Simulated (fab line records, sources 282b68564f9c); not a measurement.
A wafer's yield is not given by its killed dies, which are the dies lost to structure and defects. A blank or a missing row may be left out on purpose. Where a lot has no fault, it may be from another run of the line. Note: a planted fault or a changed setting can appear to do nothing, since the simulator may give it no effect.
The tool behind it: which one? :: flow rit_cmos :: Sampling: 6 lots, 18 wafers, 2 of 202 route steps

WHAT THE GAUGES SHOWED, per wafer
RIT_M1_CD_MEAS_09 targets a cd of 2600 nm.
lot: L973
measured: day 3 13:54
on: cd_sem-01
cd_nm (nm): 2600.3 2601.1 2601.0

lot: L975
measured: day 3 23:47
on: cd_sem-01
cd_nm (nm): 2598.7 2598.2 2599.4

lot: L977
measured: day 4 08:29
on: cd_sem-01
cd_nm (nm): 2599.6 2600.6 2601.6

lot: L979
measured: day 4 16:24
on: cd_sem-01
cd_nm (nm): 2599.3 2599.2 2597.5

lot: L981
measured: day 5 03:28
on: cd_sem-01
cd_nm (nm): 2598.1 2596.2 2596.9

lot: L983
measured: day 5 12:46
on: cd_sem-01
cd_nm (nm): 2600.2 2600.4 2599.8

WHAT TOOL EACH LOT RAN ON (gives the tool, then ch and the chambers of the sampled wafers, and finally the start)
lot: L973
RIT_M1_EXPOSE_06: iline_stepper-01 ch 0, day 3 13:28

lot: L975
RIT_M1_EXPOSE_06: iline_stepper-01 ch 0, day 3 23:22

lot: L977
RIT_M1_EXPOSE_06: iline_stepper-02 ch 0, day 4 08:03

lot: L979
RIT_M1_EXPOSE_06: iline_stepper-02 ch 0, day 4 15:58

lot: L981
RIT_M1_EXPOSE_06: iline_stepper-02 ch 0, day 5 03:02

lot: L983
RIT_M1_EXPOSE_06: iline_stepper-01 ch 0, day 5 12:20
- RIT_M1_EXPOSE_06: exposes mask M12, target cd 2600 nm.

THE ANSWER, worked out from the rows above alone
Rule: the lots themselves supply what counts as usual. The widest of any qualifying gaps counts: lots, ordered by their means at a reading, are off when they make up no more than a third of the lots, leave a main group of 4 or more, and stand apart from it by 3 or more times the standard deviation of that group's means. A main group whose means are all the same, to the digits that the tables above print for the reading, isn't used. A lot without any number at a reading at which 4 lots or more have one is off too. Any other lot the step has rows for is counted as sound.
Across all readings shown, no lot is off: no conclusion can be drawn from this.

WHAT THE SIMULATOR PUT IN
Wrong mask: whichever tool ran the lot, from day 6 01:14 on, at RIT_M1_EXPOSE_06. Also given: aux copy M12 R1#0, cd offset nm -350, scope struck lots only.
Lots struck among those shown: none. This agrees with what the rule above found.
